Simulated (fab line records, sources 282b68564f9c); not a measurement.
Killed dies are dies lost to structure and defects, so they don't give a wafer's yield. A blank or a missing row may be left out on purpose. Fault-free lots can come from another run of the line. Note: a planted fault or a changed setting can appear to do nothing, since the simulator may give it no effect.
fab line records    flow ritCmos
record: lots: 14  wafers: 42  lastDay: 7
route steps=202 shown SPACER@130 PSD@152 CONTACT@168 M1@202
lots with no fault: from the same line, run without faults
startH: hours from the record's opening day to when the first of the lot's shown wafers began    waitH: hours from the lot's prior step to this one    " same as the row above    L1.1+2: a single row standing in for several wafers    - no value, or no start given    * or withheld: withheld    < > ~ a bound
route shown NAME@n: a module of which the file shows steps, and the number in the route of the first    usual: average and standard deviation across the fault-free wafers    same: alike in all rows    chamber/n: place in a boat    sites: readings site by site    _std_site: their standard deviation    _edge_site: the outer-site mean with the inner-site mean subtracted    radiusMm: how far each site lies from the wafer's centre    mask NAME#n: copy n    behind: tool/chamber where the wafer was last shaped    hold: the reason the lot was held/the length of the hold in hours/how it ended    device: names the non-switching transistor (n, p or np)    end of line: at the end of the route, the tests of the same wafers    a step with no rows: only its recipe    killed: count of dies lost to structure and defects at first sort (not the wafer's yield)    map: a wafer's dies, x killed, . not, _ none there
set.NAME: setting as actually run; set.NAME@STEP: the setting as run at that earlier step    model.NAME: the simulator's own value behind a step, which no gauge read
one table for each step of the route and one row for each wafer, over a sample of lots
services: a tool's chamber out of use, with start hour (startH, from the record's first day; less than 0 if before it), hours out, and reason
== steps ==
step: RIT_SPACER_ETCHBACK_05
recipe: targetDepthA: 2500  SF6_flow_sccm: 30  CHF3_flow_sccm: 30  target: Si3N4  chemistry: SF6/CHF3  pressureMtorr: 40  rfW: 250  timeS: 240  stopOn: SiO2
usual: drypumpMotorCurrentA: 5.8/0.47  oesProductAu: 0.843/0.013  throttleValvePct: 10.24/0.14
same: timeS: 240
lot.wafer  tool        chamber  startH  waitH  drypumpMotorCurrentA  oesProductAu  rfHoursCounterH  throttleValvePct
L786.1     rieDiel-04  3        52.12   0.1    6.1                   0.838         92               10.55
L786.5     "           1        "       "      5.7                   0.829         -                10.16
L786.6     "           2        "       "      5.4                   0.862         -                10.52
L789.1     rieDiel-02  3        65.00   0.1    6.0                   0.841         135              10.30
L789.3     "           1        "       "      6.5                   0.845         132              10.12
L789.6     "           1        "       "      6.5                   0.849         -                10.11
L790.2     rieDiel-02  2        71.23   0.0    5.5                   0.843         71               10.12
L790.4     "           1        "       "      6.5                   0.849         132              10.13
L790.6     "           1        "       "      6.5                   0.849         -                10.13
L791.1     rieDiel-02  3        75.60   0.1    6.0                   0.853         136              10.30
L791.3     "           0        "       "      5.8                   0.835         7                10.29
L791.6     "           0        "       "      5.8                   0.836         -                10.29
L793.1     rieDiel-02  1        82.54   0.1    6.5                   0.853         132              10.14
L793.4     "           2        "       "      5.5                   0.843         72               10.14
L793.6     "           2        "       "      5.6                   0.858         -                10.13
L796.1     rieDiel-02  3        98.17   0.1    6.0                   0.850         136              10.29
L796.5     "           3        "       "      6.0                   0.845         -                10.31
L796.6     "           0        "       "      5.8                   0.842         -                10.29
L798.1     rieDiel-02  3        107.46  0.1    6.0                   0.851         136              10.29
L798.2     "           0        "       "      5.8                   0.824         8                10.28
L798.4     "           2        "       "      5.5                   0.852         72               10.15
L799.1     rieDiel-02  0        116.56  0.1    5.8                   0.823         8                10.29
L799.4     "           1        "       "      6.5                   0.839         133              10.12
L799.5     "           3        "       "      6.0                   0.847         -                10.30
L800.2     rieDiel-04  1        118.79  0.0    5.7                   0.828         33               10.18
L800.3     "           3        "       "      6.1                   0.831         93               10.53
L800.5     "           3        "       "      6.1                   0.828         -                10.54
L801.2     rieDiel-03  0        125.88  0.0    5.7                   0.837         138              10.06
L801.5     "           0        "       "      5.7                   0.833         -                10.04
L801.6     "           3        "       "      6.7                   0.868         -                10.34
L802.2     rieDiel-02  1        128.02  0.0    6.5                   0.853         133              10.12
L802.4     "           3        "       "      6.0                   0.841         137              10.28
L802.5     "           2        "       "      5.6                   0.844         -                10.14
L803.2     rieDiel-03  0        135.77  0.0    5.7                   0.826         138              10.05
L803.5     "           2        "       "      6.3                   0.824         -                10.17
L803.6     "           1        "       "      5.5                   0.844         -                10.10
L804.3     rieDiel-02  1        139.31  0.0    6.5                   0.861         134              10.13
L804.5     "           3        "       "      6.0                   0.848         -                10.29
L804.6     "           2        "       "      5.5                   0.843         -                10.14
L807.1     rieDiel-03  2        153.85  0.1    6.3                   0.826         137              10.18
L807.3     "           3        "       "      6.7                   0.855         4                10.34
L807.5     "           0        "       "      5.7                   0.829         -                10.04
step: RIT_PSD_TW_MEAS_10
usual: PSD_TW: 3458/37
lot.wafer  tool          chamber  startH  waitH  PSD_TW
L786.1     filmMetro-02  -        55.18   0.1    3473
L786.5     "             -        "       "      3488
L786.6     "             -        "       "      3468
L789.1     filmMetro-01  -        68.28   0.1    3482
L789.3     "             -        "       "      3473
L789.6     "             -        "       "      3486
L790.2     filmMetro-01  -        74.28   0.1    3472
L790.4     "             -        "       "      3485
L790.6     "             -        "       "      3492
L791.1     filmMetro-02  -        78.85   0.1    3480
L791.3     "             -        "       "      3462
L791.6     "             -        "       "      3474
L793.1     filmMetro-01  -        85.47   0.1    3510
L793.4     "             -        "       "      3504
L793.6     "             -        "       "      3512
L796.1     filmMetro-01  -        101.10  0.1    3490
L796.5     "             -        "       "      3476
L796.6     "             -        "       "      3479
L798.1     filmMetro-02  -        110.40  0.1    3472
L798.2     "             -        "       "      3458
L798.4     "             -        "       "      3461
L799.1     filmMetro-02  -        119.65  0.1    3453
L799.4     "             -        "       "      3461
L799.5     "             -        "       "      3460
L800.2     filmMetro-03  -        121.86  0.1    3400
L800.3     "             -        "       "      3392
L800.5     "             -        "       "      3388
L801.2     filmMetro-01  -        129.08  0.1    3485
L801.5     "             -        "       "      3471
L801.6     "             -        "       "      3462
L802.2     filmMetro-01  -        131.28  0.1    3458
L802.4     "             -        "       "      3453
L802.5     "             -        "       "      3468
L803.2     filmMetro-01  -        138.71  0.1    3480
L803.5     "             -        "       "      3489
L803.6     "             -        "       "      3481
L804.3     filmMetro-02  -        142.44  0.1    3434
L804.5     "             -        "       "      3455
L804.6     "             -        "       "      3455
L807.1     filmMetro-01  -        157.22  0.1    3498
L807.3     "             -        "       "      3488
L807.5     "             -        "       "      3498
step: RIT_CONTACT_CVD_00
recipe: material: SiO2  targetThkNm: 400  precursor: TEOS  tempC: 390  timeS: 61  rfW: 400
usual: heaterPowerW: 316/61
same: timeS: 61
lot.wafer  tool      chamber  startH  waitH  heaterPowerW
L786.1     pecvd-02  0        56.68   0.1    288
L786.5     "         0        "       "      289
L786.6     "         1        "       "      278
L789.1     pecvd-02  2        69.76   0.1    379
L789.3     "         1        "       "      371
L789.6     "         2        "       "      397
L790.2     pecvd-03  1        75.75   0.0    323
L790.4     "         0        "       "      278
L790.6     "         2        "       "      324
L791.1     pecvd-04  2        80.33   0.1    320
L791.3     "         1        "       "      230
L791.6     "         0        "       "      316
L793.1     pecvd-03  1        86.99   0.1    373
L793.4     "         2        "       "      305
L793.6     "         1        "       "      374
L796.1     pecvd-03  0        102.60  0.1    281
L796.5     "         2        "       "      335
L796.6     "         0        "       "      199
L798.1     pecvd-02  1        112.23  0.1    343
L798.2     "         2        "       "      401
L798.4     "         1        "       "      346
L799.1     pecvd-03  0        121.48  0.1    281
L799.4     "         0        "       "      202
L799.5     "         2        "       "      320
L800.2     pecvd-04  0        123.40  0.0    345
L800.3     "         1        "       "      290
L800.5     "         1        "       "      209
L801.2     pecvd-02  1        130.57  0.0    367
L801.5     "         0        "       "      263
L801.6     "         1        "       "      378
L802.2     pecvd-03  1        132.77  0.0    298
L802.4     "         1        "       "      326
L802.5     "         2        "       "      332
L803.2     pecvd-04  2        140.54  0.0    304
L803.5     "         0        "       "      353
L803.6     "         1        "       "      200
L804.3     pecvd-02  2        144.08  0.1    370
L804.5     "         1        "       "      315
L804.6     "         0        "       "      296
L807.1     pecvd-02  0        159.12  0.1    297
L807.3     "         2        "       "      442
L807.5     "         2        "       "      463
step: RIT_CONTACT_ETCH_11
recipe: targetDepthA: 4800  overEtchFrac: 0.2  stopOn: TiSi2  chemistry: CHF3/CF4/Ar  target: SiO2  CHF3_flow_sccm: 50  cf4FlowSccm: 10  Ar_flow_sccm: 100  O2_flow_sccm: 5  pressureMtorr: 100  rfW: 200  timeS: 320
usual: drypumpMotorCurrentA: 6.0/0.36  oesProductAu: 0.991/0.012  throttleValvePct: 8.76/0.091
same: timeS: 320
lot.wafer  tool        chamber  startH  waitH  drypumpMotorCurrentA  oesProductAu  rfHoursCounterH  throttleValvePct
L786.1     rieDiel-02  0        58.52   0.1    5.9                   0.996         6                8.84
L786.5     "           0        "       "      5.8                   0.986         -                8.83
L786.6     "           1        "       "      6.5                   1.004         -                8.75
L789.1     rieDiel-01  2        71.14   0.1    6.1                   1.007         106              8.61
L789.3     "           1        "       "      5.5                   0.999         91               8.76
L789.6     "           0        "       "      6.2                   0.971         -                8.88
L790.2     rieDiel-01  2        77.13   0.1    6.2                   1.007         106              8.60
L790.4     "           1        "       "      5.5                   1.006         91               8.75
L790.6     "           1        "       "      5.5                   0.999         -                8.74
L791.1     rieDiel-03  0        81.71   0.1    5.7                   0.974         137              8.60
L791.3     "           3        "       "      6.7                   1.003         3                8.88
L791.6     "           1        "       "      5.6                   0.994         -                8.68
L793.1     rieDiel-01  2        88.50   0.1    6.1                   1.007         106              8.60
L793.4     "           3        "       "      5.9                   0.983         115              8.70
L793.6     "           2        "       "      6.1                   1.008         -                8.59
L796.1     rieDiel-01  3        104.11  0.1    5.9                   0.979         115              8.70
L796.5     "           0        "       "      6.3                   0.974         -                8.87
L796.6     "           3        "       "      5.9                   0.993         -                8.69
L798.1     rieDiel-03  0        113.61  0.1    5.7                   0.973         138              8.60
L798.2     "           3        "       "      6.7                   1.006         4                8.88
L798.4     "           2        "       "      6.3                   0.974         136              8.80
L799.1     rieDiel-01  0        123.09  0.1    6.2                   0.979         9                8.87
L799.4     "           1        "       "      5.5                   1.000         91               8.76
L799.5     "           3        "       "      5.9                   0.986         -                8.69
L800.2     rieDiel-02  1        124.91  0.1    6.5                   0.996         133              8.75
L800.3     "           0        "       "      5.8                   0.982         8                8.83
L800.5     "           0        "       "      5.8                   0.986         -                8.80
L801.2     rieDiel-03  0        132.08  0.1    5.7                   0.981         138              8.60
L801.5     "           1        "       "      5.5                   0.986         -                8.68
L801.6     "           0        "       "      5.7                   0.970         -                8.60
L802.2     rieDiel-02  0        134.28  0.1    5.8                   0.981         8                8.82
L802.4     "           1        "       "      6.5                   0.998         133              8.77
L802.5     "           1        "       "      6.5                   1.010         -                8.74
L803.2     rieDiel-01  2        141.93  0.1    6.1                   1.013         107              8.61
L803.5     "           3        "       "      5.9                   0.997         -                8.68
L803.6     "           2        "       "      6.1                   1.010         -                8.63
L804.3     rieDiel-02  3        145.46  0.1    5.9                   0.997         137              8.89
L804.5     "           1        "       "      6.5                   1.001         -                8.76
L804.6     "           2        "       "      5.6                   0.992         -                8.75
L807.1     rieDiel-02  2        160.53  0.1    5.6                   0.991         73               8.75
L807.3     "           0        "       "      5.8                   0.981         9                8.82
L807.5     "           2        "       "      5.6                   0.998         -                8.75
step: RIT_M1_PROBE_99
usual: killed_at_M0_to_M3: 0.0/0.23  killedAtContacts: 0.1/0.34  killedAtFrontEnd: 6.9/2.8  killedDies: 7.1/2.8  killedOnRim: 1.8/1.3  killedOpen: 3.4/1.9  killedShort: 3.6/1.7
same: grossDies: 264  killed_at_M4_up: 0  killedAtBackSide: 0  killedAtOther: 0
lot.wafer  tool       chamber  startH  waitH  killed_at_M0_to_M3  killedAtContacts  killedAtFrontEnd  killedDies  killedOnRim  killedOpen  killedShort
L789.1     prober-02  -        76.22   0.1    0                   0                 5                 5           2            1           4
L789.3     prober-02  -        76.32   0.2    0                   0                 5                 5           2            1           4
L789.6     prober-02  -        76.47   0.2    0                   0                 7                 7           4            4           3
L793.1     prober-02  -        93.37   0.1    1                   0                 6                 7           0            2           5
L793.4     prober-02  -        93.52   0.2    0                   0                 6                 6           1            4           2
L793.6     prober-02  -        93.62   0.2    0                   0                 5                 5           1            1           4
L796.1     prober-01  -        109.29  0.1    0                   0                 6                 6           1            2           4
L796.5     prober-01  -        109.49  0.2    0                   1                 9                 10          3            6           3
L796.6     prober-01  -        109.54  0.2    1                   2                 6                 9           2            2           4
L802.2     prober-01  -        139.39  0.1    0                   1                 20                21          8            2           1
L802.4     prober-01  -        139.49  0.2    0                   0                 32                32          5            4           5
L802.5     prober-01  -        139.54  0.2    0                   0                 30                30          5            2           4
L804.3     prober-01  -        150.48  0.2    0                   0                 25                25          9            2           4
L804.5     prober-01  -        150.58  0.2    0                   0                 23                23          6            1           0
L804.6     prober-01  -        150.63  0.2    0                   0                 31                31          5            3           2
L807.1     prober-01  -        165.87  0.1    0                   0                 5                 5           1            3           2
L807.3     prober-01  -        165.97  0.2    0                   0                 6                 6           1            1           5
L807.5     prober-01  -        166.07  0.2    0                   1                 11                12          2            6           6
killed by level:class
L789.1 GATE:geometricParticle:short=2 FOX1:geometricParticle:short=1 GATE:geometricParticle:open=1 REOX:geometricParticle:short=1
L789.3 FOX1:geometricParticle:short=1 GATE:geometricParticle:short=1 GATE:geometricParticle:open=1 SPACER:geometricParticle:short=1 SILICIDE:geometricParticle:short=1
L789.6 REOX:geometricParticle:open=4 GATE:geometricParticle:short=1 REOX:geometricParticle:short=1 SPACER:geometricParticle:short=1
L793.1 FOX1:geometricParticle:open=1 FOX2:geometricParticle:short=1 GATE:geometricParticle:short=1 GATE:geometricParticle:open=1 SPACER:geometricParticle:short=1 SILICIDE:geometricParticle:short=1 M1:geometricParticle:short=1
L793.4 REOX:geometricParticle:open=3 FOX1:geometricParticle:short=1 SPACER:geometricParticle:open=1 SPACER:geometricParticle:short=1
L793.6 GATE:geometricParticle:short=3 FOX1:geometricParticle:open=1 SILICIDE:geometricParticle:short=1
L796.1 REOX:geometricParticle:short=2 SPACER:geometricParticle:short=2 GATE:geometricParticle:open=1 SPACER:geometricParticle:open=1
L796.5 SPACER:geometricParticle:open=3 FOX2:geometricParticle:open=2 SILICIDE:geometricParticle:short=2 FOX2:geometricParticle:short=1 SILICIDE:geometricParticle:open=1 CONTACT:coatMicrobubblePrinted=1
L796.6 FOX2:geometricParticle:short=2 CONTACT:coatMicrobubblePrinted=2 FOX2:geometricParticle:open=1 GATE:geometricParticle:short=1 REOX:geometricParticle:open=1 SILICIDE:geometricParticle:short=1 M1:coatMicrobubblePrinted=1
L802.2 SPACER:unspecified=18 GATE:geometricParticle:open=1 SPACER:geometricParticle:open=1 CONTACT:geometricParticle:short=1
L802.4 SPACER:unspecified=23 GATE:geometricParticle:short=5 GATE:geometricParticle:open=4
L802.5 SPACER:unspecified=24 GATE:geometricParticle:short=4 FOX2:geometricParticle:open=1 GATE:geometricParticle:open=1
L804.3 SPACER:unspecified=19 GATE:geometricParticle:short=2 SILICIDE:geometricParticle:short=2 GATE:geometricParticle:open=1 SILICIDE:geometricParticle:open=1
L804.5 SPACER:unspecified=22 SILICIDE:geometricParticle:open=1
L804.6 SPACER:unspecified=26 FOX1:geometricParticle:open=1 FOX1:geometricParticle:short=1 GATE:geometricParticle:open=1 GATE:geometricParticle:short=1 SPACER:geometricParticle:open=1
L807.1 GATE:geometricParticle:open=2 FOX1:geometricParticle:open=1 FOX2:geometricParticle:short=1 GATE:geometricParticle:short=1
L807.3 FOX1:geometricParticle:short=3 SILICIDE:geometricParticle:short=2 GATE:geometricParticle:open=1
L807.5 GATE:geometricParticle:short=4 FOX1:geometricParticle:open=3 FOX1:geometricParticle:short=2 GATE:geometricParticle:open=1 REOX:geometricParticle:open=1 CONTACT:geometricParticle:open=1
== services ==
tool        chamber  startH  hours  kind
pecvd-02    0        37.98   16.4   repair
rieDiel-02  -        37.99   14.6   pm
rieDiel-04  3        44.83   3.5    repair
rieDiel-03  -        70.76   10.0   pm
rieDiel-04  2        79.64   9.2    repair
rieDiel-01  -        83.07   0.5    repair
rieDiel-03  0        87.35   15.6   repair
rieDiel-01  -        94.23   0.4    repair
rieDiel-04  1        96.51   3.7    repair
rieDiel-02  3        153.56  17.5   repair
pecvd-03    1        155.43  18.7   repair
pecvd-02    1        156.85  5.3    repair
== key ==
firstSign: step: RIT_M1_PROBE_99  reading: killedDies  direction: up  sigmas: 7.3  usual: 7.1  struck: 27
effect: step: RIT_M1_PROBE_99  reading: killedAtFrontEnd  direction: up  sigmas: 7.2  usual: 6.9  struck: 26.8
metAt RIT_SPACER_ETCHBACK_05
struckLots L802,L804
testerLeftOut L802,L804
notActingAt RIT_PSD_TW_MEAS_10,RIT_CONTACT_CVD_00,RIT_CONTACT_ETCH_11
onsetBetween 116.56 128.02
fault: kind: chamberParticleSource  tool: rieDiel-02  chamber: -  onsetH: 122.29  steps: RIT_SPACER_ETCHBACK_05  ratePerVisitCm2: 0.44172  endH: 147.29
testerLeftOut: of these lots the tester's yield and bins aren't shown, on N5 and GAA mostly nor the transistor test; their killed dies are dies lost to structure and defects alone, not to doping, threshold or leakage, so they don't give the yield
